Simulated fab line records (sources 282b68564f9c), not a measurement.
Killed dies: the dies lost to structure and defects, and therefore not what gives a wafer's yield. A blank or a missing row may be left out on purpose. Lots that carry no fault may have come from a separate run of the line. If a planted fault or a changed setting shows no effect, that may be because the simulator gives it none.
fab line records ; flow rit_cmos
record: lots: 5; wafers: 15; last_day: 8
route steps=202 shown GATE@77 FOX2@80 M1@202
lots that met no fault: taken from a fault-free run of the same line
start_h: hours from the record's first day to the start of the lot's first wafer shown ; wait_h: hours from the lot's prior step to this one ; " same as the row above ; L1.1+2: a row that stands for several wafers ; - no value present, or no start provided ; * or withheld: withheld ; < > ~ a bound
route shown NAME@n: NAME is a module with steps in the file, n the number in the route of the first one ; usual: mean/standard deviation of fault-free wafers ; same: alike in all rows ; chamber/n: place in a boat ; sites: the reading at each site ; _std_site: the standard deviation of these ; _edge_site: the outer-site mean with the inner-site mean subtracted ; radius_mm: how far each site lies from the wafer's centre ; mask NAME#n: copy n ; behind: tool/chamber where the wafer was last shaped ; hold: cause of the lot's hold/its duration in hours/its outcome ; device: which transistor (n, p or np) failed to switch ; end of line: at the end of the route, the tests of the same wafers ; a step with no rows: only its recipe ; killed: dies lost to structure and defects at the first sort, not the wafer's yield ; map: the dies of a wafer, with x for killed, . for not killed, _ for no die there
set.NAME: the run value of the setting; set.NAME@STEP: its run value at that earlier step ; model.NAME: the simulator's own value behind a step, which no gauge read
lots seen at some steps along the route; tables by step, rows by wafer
services: a tool's chamber out of use, with start hour (start_h, from the record's first day; less than 0 if before it), hours out, and reason
== steps ==
step: RIT_GATE_CLEAN_02
recipe: chemistry: dHF; dilution: 50:1; time_s: 30
step: RIT_GATE_CLEAN_03
recipe: chemistry: SC2; mix: 3:3:50; time_s: 600; temp_c: 75; dry: n2_spin
step: RIT_GATE_CLEAN_04
recipe: chemistry: dHF; dilution: 50:1; time_s: 60; dry: n2_spin
step: RIT_FOX2_THK_MEAS_91
recipe: reads: SiO2_of_FOX2_OXIDATION_00
usual: FIELD_OXIDE_LEFT_2_THK: 256/7.7
lot.wafer;tool;chamber;start_h;wait_h;FIELD_OXIDE_LEFT_2_THK[nm]
L942.1;film_metro-01;-;69.85;0.0;250
L942.3;film_metro-01;-;69.85;0.0;246
L942.4;film_metro-01;-;69.85;0.0;256
L946.1;film_metro-02;-;89.41;0.0;245
L946.4;film_metro-02;-;89.41;0.0;252
L946.5;film_metro-02;-;89.41;0.0;251
L953.3;film_metro-01;-;130.20;0.0;260
L953.5;film_metro-01;-;130.20;0.0;258
L953.6;film_metro-01;-;130.20;0.0;260
L956.1;film_metro-04;-;146.63;0.0;257
L956.5;film_metro-04;-;146.63;0.0;261
L956.6;film_metro-04;-;146.63;0.0;259
L957.3;film_metro-01;-;156.84;0.0;262
L957.4;film_metro-01;-;156.84;0.0;269
L957.5;film_metro-01;-;156.84;0.0;269
step: RIT_GATE_OXIDATION_05
recipe: temp_c: 900; ambient: O2; target_thk_a: 30; ox_time_s: 270
step: RIT_GATE_ANNEAL_06
recipe: temp_c: 900; time_s: 600; ambient: N2O
step: RIT_GATE_THK_MEAS_07
recipe: reads: SiO2_of_GATE_OXIDATION_05
usual: GATE_OXIDE_THK: 3.02/0.066
lot.wafer;tool;chamber;start_h;wait_h;GATE_OXIDE_THK[nm]
L942.1;film_metro-02;-;73.17;0.0;3.01
L942.3;film_metro-02;-;73.17;0.0;3.07
L942.4;film_metro-02;-;73.17;0.0;3.08
L946.1;film_metro-04;-;91.62;0.0;3.02
L946.4;film_metro-04;-;91.62;0.0;3.07
L946.5;film_metro-04;-;91.62;0.0;3.03
L953.3;film_metro-02;-;140.98;0.0;3.01
L953.5;film_metro-02;-;140.98;0.0;3.00
L953.6;film_metro-02;-;140.98;0.0;3.06
L956.1;film_metro-02;-;157.58;0.0;3.08
L956.5;film_metro-02;-;157.58;0.0;3.04
L956.6;film_metro-02;-;157.58;0.0;3.01
L957.3;film_metro-01;-;162.95;0.0;3.18
L957.4;film_metro-01;-;162.95;0.0;3.15
L957.5;film_metro-01;-;162.95;0.0;3.18
step: RIT_GATE_CVD_08
recipe: material: poly-Si; target_thk_nm: 250; temp_c: 610; precursor: SiH4; time_s: 2220; pressure_mtorr: 300; sih4_flow_sccm: 100
step: RIT_GATE_THK_MEAS_09
recipe: reads: poly-Si_of_GATE_CVD_08
usual: GATE_POLY_THK: 251.1/2.3
lot.wafer;tool;chamber;start_h;wait_h;GATE_POLY_THK[nm]
L942.1;film_metro-04;-;75.28;0.0;249.9
L942.3;film_metro-04;-;75.28;0.0;249.5
L942.4;film_metro-04;-;75.28;0.0;250.1
L946.1;film_metro-01;-;93.30;0.0;252.1
L946.4;film_metro-01;-;93.30;0.0;250.6
L946.5;film_metro-01;-;93.30;0.0;252.5
L953.3;film_metro-04;-;143.46;0.0;254.7
L953.5;film_metro-04;-;143.46;0.0;256.2
L953.6;film_metro-04;-;143.46;0.0;254.0
L956.1;film_metro-01;-;162.00;0.0;251.3
L956.5;film_metro-01;-;162.00;0.0;255.9
L956.6;film_metro-01;-;162.00;0.0;253.0
L957.3;film_metro-01;-;165.43;0.0;253.2
L957.4;film_metro-01;-;165.43;0.0;251.9
L957.5;film_metro-01;-;165.43;0.0;254.2
step: RIT_GATE_HMDS_10
recipe: prime_time_s: 60; prime_temp_c: 140
step: RIT_GATE_COAT_11
recipe: resist: NOVOLAK; spin_rpm: 4250; resist_thk_nm: 850
step: RIT_GATE_SOFTBAKE_12
recipe: resist: NOVOLAK; temp_c: 90; time_s: 60
step: RIT_GATE_EXPOSE_13
recipe: mask_id: M6; na: 0.6; source_shape: conventional; sigma_outer: 0.6; target_cd_nm: 150; dose_mj: 380
same: sigma_outer: 0.6
lot.wafer;tool;chamber;start_h;wait_h;mask
L942.1+3+4;iline_stepper-01;0;75.79;0.1;M6#0
L946.1+4+5;iline_stepper-02;0;93.92;0.1;M6_R1#0
L953.3+5+6;iline_stepper-01;0;144.12;0.2;M6#0
L956.1+5+6;iline_stepper-02;0;162.79;0.1;M6#0
L957.3+4+5;iline_stepper-02;0;166.33;0.5;M6#0
step: RIT_GATE_PEB_14
recipe: resist: NOVOLAK; temp_c: withheld; time_s: withheld
step: RIT_GATE_DEVELOP_15
recipe: resist: NOVOLAK; develop_time_s: 50; dev_temp_c: 23
step: RIT_GATE_CD_MEAS_16
recipe: target_cd_nm: 150
usual: cd_nm: 150.2/2.6
lot.wafer;tool;chamber;start_h;wait_h;cd_nm
L942.1;cd_sem-02;-;76.19;-;152.0
L942.3;cd_sem-02;-;76.19;-;152.2
L942.4;cd_sem-02;-;76.19;-;152.1
L946.1;cd_sem-01;-;94.58;-;129.3
L946.4;cd_sem-01;-;94.58;-;130.1
L946.5;cd_sem-01;-;94.58;-;129.2
L953.3;cd_sem-01;-;144.52;-;148.9
L953.5;cd_sem-01;-;144.52;-;150.2
L953.6;cd_sem-01;-;144.52;-;149.2
L956.1;cd_sem-02;-;163.22;-;152.9
L956.5;cd_sem-02;-;163.22;-;151.7
L956.6;cd_sem-02;-;163.22;-;153.1
L957.3;cd_sem-02;-;166.73;-;153.7
L957.4;cd_sem-02;-;166.73;-;154.8
L957.5;cd_sem-02;-;166.73;-;153.0
step: RIT_GATE_OVL_MEAS_17
usual: GATE_OVL: -0.6/1.4
lot.wafer;tool;chamber;start_h;wait_h;GATE_OVL[nm]
L942.1;overlay-02;-;76.31;0.1;1.3
L942.3;overlay-02;-;76.31;0.1;1.6
L942.4;overlay-02;-;76.31;0.1;1.1
L946.1;overlay-01;-;94.70;0.1;-1.2
L946.4;overlay-01;-;94.70;0.1;-2.3
L946.5;overlay-01;-;94.70;0.1;-2.2
L953.3;overlay-02;-;144.61;0.1;0.0
L953.5;overlay-02;-;144.61;0.1;0.0
L953.6;overlay-02;-;144.61;0.1;0.9
L956.1;overlay-01;-;163.34;0.1;-0.3
L956.5;overlay-01;-;163.34;0.1;0.2
L956.6;overlay-01;-;163.34;0.1;-2.2
L957.3;overlay-01;-;166.82;0.1;-1.3
L957.4;overlay-01;-;166.82;0.1;-0.3
L957.5;overlay-01;-;166.82;0.1;-0.3
step: RIT_GATE_HARDBAKE_18
recipe: resist: NOVOLAK; temp_c: 140; time_s: 60
step: RIT_GATE_ETCH_19
recipe: chemistry: SF6/CHF3/O2; time_s: 165; SF6_flow_sccm: 30; CHF3_flow_sccm: 30; O2_flow_sccm: 5; target: poly-Si; pressure_mtorr: 40; rf_w: 160; target_depth_a: 3125; over_etch_frac: 0.25; stop_on: SiO2
usual: drypump_motor_current_A: 5.8/0.52; oes_product_au: 0.852/0.014; throttle_valve_pct: 10.21/0.15
lot.wafer;tool;chamber;start_h;wait_h;drypump_motor_current_A;oes_product_au;rf_hours_counter_h;throttle_valve_pct;model.GATE.cd_nm
L942.1;rie_si-01;0;76.50;0.1;5.3;0.877;19;10.36;151.9
L942.3;rie_si-01;1;76.50;0.1;5.6;0.850;133;10.28;152.1
L942.4;rie_si-01;1;76.50;0.1;5.6;0.841;-;10.27;152
L946.1;rie_si-01;0;94.89;0.1;5.2;0.877;19;10.38;129.5
L946.4;rie_si-01;3;94.89;0.1;5.9;0.833;142;10.11;130
L946.5;rie_si-01;1;94.89;0.1;5.6;0.853;-;10.28;129.2
L953.3;rie_si-02;3;144.78;0.1;6.1;0.847;74;10.17;148.9
L953.5;rie_si-02;2;144.78;0.1;4.8;0.859;-;9.95;150.1
L953.6;rie_si-02;3;144.78;0.1;6.1;0.853;-;10.16;149.4
L956.1;rie_si-01;2;163.53;0.1;6.2;0.846;98;10.40;152.6
L956.5;rie_si-01;2;163.53;0.1;6.2;0.849;-;10.41;151.4
L956.6;rie_si-01;1;163.53;0.1;5.6;0.858;-;10.29;152.9
L957.3;rie_si-01;0;167.00;0.1;5.3;0.883;20;10.35;153.4
L957.4;rie_si-01;2;167.00;0.1;6.2;0.853;-;10.39;154.5
L957.5;rie_si-01;0;167.00;0.1;5.3;0.887;-;10.35;152.6
step: RIT_GATE_STRIP_20
recipe: chemistry: O2; time_s: 180; resist: NOVOLAK; platen_temp_c: withheld; power_w: 500; pressure_mtorr: 4000; o2_flow_sccm: 4000
usual: drypump_motor_current_A: 5.8/0.42
lot.wafer;tool;chamber;start_h;wait_h;drypump_motor_current_A;rf_hours_counter_h
L942.1;plasma_asher-03;1;76.61;0.1;5.2;28
L942.3;plasma_asher-03;0;76.61;0.1;5.8;-
L942.4;plasma_asher-03;1;76.61;0.1;5.2;-
L946.1;plasma_asher-04;0;94.99;0.1;5.3;49
L946.4;plasma_asher-04;1;94.99;0.1;5.9;-
L946.5;plasma_asher-04;0;94.99;0.1;5.3;-
L953.3;plasma_asher-02;0;144.95;0.1;6.5;-
L953.5;plasma_asher-02;0;144.95;0.1;6.5;-
L953.6;plasma_asher-02;1;144.95;0.1;5.9;-
L956.1;plasma_asher-03;1;163.64;0.1;5.2;37
L956.5;plasma_asher-03;0;163.64;0.1;5.8;-
L956.6;plasma_asher-03;1;163.64;0.1;5.3;-
L957.3;plasma_asher-02;0;167.16;0.1;6.5;-
L957.4;plasma_asher-02;1;167.16;0.1;5.8;-
L957.5;plasma_asher-02;1;167.16;0.1;5.9;-
step: RIT_M1_PROBE_99
usual: killed_at_contacts: 0.1/0.27; killed_at_front_end: 7/3.1; killed_dies: 7/3.2; killed_on_rim: 1.8/1.4; killed_open: 3.8/2.1; killed_short: 3.6/2
same: gross_dies: 264; killed_at_M0_to_M3: 0; killed_at_M4_up: 0; killed_at_back_side: 0; killed_at_other: 0
lot.wafer;tool;chamber;start_h;wait_h;killed_at_contacts;killed_at_front_end;killed_dies;killed_on_rim;killed_open;killed_short;model.etest.pmos_0p3.r_on_ohm_um;model.etest.pmos_turned.r_on_ohm_um;model.etest.pmos_0p15.r_on_ohm_um;model.etest.nmos_0p15.r_on_ohm_um;model.etest.nmos_0p3.r_on_ohm_um;model.etest.nmos_0p15.drive_ua_um;model.etest.pmos_0p15.drive_ua_um;model.etest.npoly_line.line_ohm_um
L942.1;prober-02;-;97.01;0.1;0;7;7;1;4;3;6317;3465;2780;1162;2191;454.4;251.8;163.2
L942.3;prober-02;-;97.11;0.2;0;12;12;2;6;6;6334;3527;2832;1189;2235;444.4;246.9;164.2
L942.4;prober-02;-;97.16;0.2;0;8;8;2;3;5;6411;3505;2846;1210;2234;447.2;248.7;164
L946.1;prober-02;-;119.58;0.1;0;26;26;18;2;2;5761;2909;2239;979.2;2023;568.4;326.8;206.1
L946.4;prober-02;-;119.73;0.2;0;26;26;15;3;0;5702;2925;2269;1030;2049;556.2;324.7;212.4
L946.5;prober-02;-;119.78;0.2;0;39;39;26;1;3;5634;2898;2212;964.3;1984;567;328.4;215.9
L953.3;prober-01;-;165.86;0.2;0;5;5;0;3;2;6359;3525;2760;1114;2198;452.4;250.1;166.5
L953.5;prober-01;-;165.96;0.2;0;15;15;0;10;5;6424;3622;2889;1218;2273;436.2;245.3;166.7
L953.6;prober-01;-;166.01;0.2;0;7;7;1;4;3;6442;3567;2828;1128;2220;445.3;245.7;170.8
L956.1;prober-02;-;185.06;0.1;0;3;3;1;2;1;6567;3682;2962;1158;2214;451.1;238;162.4
L956.5;prober-02;-;185.26;0.2;0;5;5;1;1;4;6492;3665;2931;1146;2205;453.6;240.7;165.7
L956.6;prober-02;-;185.31;0.2;1;6;7;1;4;3;6547;3724;2958;1179;2234;447;236.2;161.4
L957.3;prober-02;-;192.60;0.2;0;4;4;1;4;0;6505;3583;2900;1223;2272;438.5;243.4;161.1
L957.4;prober-02;-;192.65;0.2;0;5;5;2;2;3;6311;3457;2842;1195;2234;434.4;249.7;156.2
L957.5;prober-02;-;192.70;0.2;0;7;7;3;5;2;6443;3482;2807;1196;2267;439.3;245.8;162.2
killed by level:class
L942.1 FOX1:geometric_particle:short=2 FOX1:geometric_particle:open=1 FOX2:geometric_particle:open=1 GATE:geometric_particle:open=1 REOX:geometric_particle:open=1 REOX:geometric_particle:short=1
L942.3 FOX1:geometric_particle:open=2 SPACER:geometric_particle:open=2 SPACER:geometric_particle:short=2 FOX1:geometric_particle:short=1 GATE:geometric_particle:short=1 REOX:geometric_particle:open=1 REOX:geometric_particle:short=1 SILICIDE:geometric_particle:short=1
L942.4 GATE:geometric_particle:short=4 REOX:geometric_particle:open=2 GATE:geometric_particle:open=1 SPACER:geometric_particle:short=1
L946.1 GATE:area_expose=22 GATE:geometric_particle:open=2 SPACER:geometric_particle:short=2
L946.4 GATE:area_expose=23 GATE:geometric_particle:open=2 FOX1:geometric_particle:open=1
L946.5 GATE:area_expose=35 GATE:geometric_particle:short=2 SPACER:geometric_particle:short=1 SILICIDE:geometric_particle:open=1
L953.3 FOX1:geometric_particle:open=1 GATE:geometric_particle:open=1 REOX:geometric_particle:short=1 SPACER:geometric_particle:short=1 SILICIDE:geometric_particle:open=1
L953.5 GATE:geometric_particle:open=4 GATE:geometric_particle:short=3 REOX:geometric_particle:open=3 FOX1:geometric_particle:short=1 FOX1:geometric_particle:open=1 SPACER:geometric_particle:short=1 SPACER:geometric_particle:open=1 SILICIDE:geometric_particle:open=1
L953.6 GATE:geometric_particle:open=2 FOX1:geometric_particle:short=1 FOX2:geometric_particle:open=1 FOX2:geometric_particle:short=1 SPACER:geometric_particle:open=1 SPACER:geometric_particle:short=1
L956.1 REOX:geometric_particle:open=1 SPACER:geometric_particle:open=1 SILICIDE:geometric_particle:short=1
L956.5 FOX1:geometric_particle:short=2 GATE:geometric_particle:short=2 SPACER:geometric_particle:open=1
L956.6 SPACER:geometric_particle:open=2 GATE:geometric_particle:open=1 REOX:geometric_particle:open=1 SPACER:geometric_particle:short=1 SILICIDE:geometric_particle:short=1 CONTACT:geometric_particle:short=1
L957.3 GATE:geometric_particle:open=3 SPACER:geometric_particle:open=1
L957.4 GATE:geometric_particle:short=2 FOX1:geometric_particle:short=1 GATE:geometric_particle:open=1 REOX:geometric_particle:open=1
L957.5 FOX1:geometric_particle:open=2 GATE:geometric_particle:open=2 FOX2:geometric_particle:short=1 FOX2:geometric_particle:open=1 GATE:geometric_particle:short=1
map L946.5 (x killed, . not)
________x..x..x_______
_____x....x.....x.____
____x..............___
___.......x....x....__
__x.................x_
__.x................._
_.................xxx.
_xx.................xx
_x.x........x.x......x
_x....................
__..................._
__x.................x_
___...............xx__
____x............x.___
_____...x.x..x..x.____
________x..xx.x_______
map L957.5 (x killed, . not)
________x......_______
_____.x......x....____
____...............___
___............x....__
__..........x........_
__..................._
_...................x.
_.............x.......
_.....................
_.....................
__..................._
__..................._
___.................__
____...............___
_____.............____
________......._______
== services ==
tool;chamber;start_h;hours;kind
rie_si-02;-;51.82;0.4;repair
plasma_asher-03;-;54.35;4.3;repair
rie_si-02;1;58.37;5.7;repair
iline_stepper-02;-;60.80;1.7;pm
rie_si-02;1;64.03;-;clean
rie_si-02;1;64.03;21.8;scheduled_down
rie_si-02;1;64.03;21.8;vent_cycle
rie_si-01;3;67.72;10.5;repair
rie_si-02;3;72.20;13.7;repair
iline_stepper-01;-;73.14;2.1;pm
iline_stepper-01;-;75.23;-;consumable_replace:lamp
rie_si-02;2;98.77;6.6;repair
rie_si-02;-;105.37;2.8;pm
plasma_asher-02;-;108.75;9.0;pm
plasma_asher-02;0;108.75;9.0;vent_cycle
plasma_asher-02;1;108.75;9.0;vent_cycle
plasma_asher-02;0;117.75;-;clean
plasma_asher-02;1;117.75;-;clean
iline_stepper-02;-;120.50;3.4;repair
iline_stepper-01;-;140.96;1.7;pm
rie_si-01;3;147.38;-;clean
rie_si-01;3;147.38;23.1;scheduled_down
rie_si-01;3;147.38;23.1;vent_cycle
rie_si-02;-;166.14;0.4;repair
== key ==
first_sign: step: RIT_GATE_EXPOSE_13; reading: mask; direction: changed
effect: step: RIT_GATE_CD_MEAS_16; reading: cd_nm; direction: down; sigmas: 7.9; usual: 150.2; struck: 129.5
effect: step: RIT_M1_PROBE_99; reading: killed_at_front_end; direction: up; sigmas: 7.3; usual: 7; struck: 30
model_effect: step: RIT_GATE_ETCH_19; value: GATE.cd_nm; without: 151.5; struck: 129.5
model_effect: step: RIT_M1_PROBE_99; value: etest.pmos_0p3.r_on_ohm_um; without: 6206; struck: 5699
more_kills_born_at: RIT_GATE_EXPOSE_13@iline_stepper-02: 80
met_at RIT_GATE_EXPOSE_13
struck_wafers L946.1,L946.4,L946.5
tester_left_out L946
fault: kind: wrong_mask; tool: any; chamber: -; onset_h: 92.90; steps: RIT_GATE_EXPOSE_13; aux_copy: M6_R1#0; cd_offset_nm: -22; scope: struck_lots_only
tester_left_out: of these lots the tester's yield and bins aren't shown, on N5 and GAA mostly nor the transistor test; their killed dies are dies lost to structure and defects alone, not to doping, threshold or leakage, so they don't give the yield
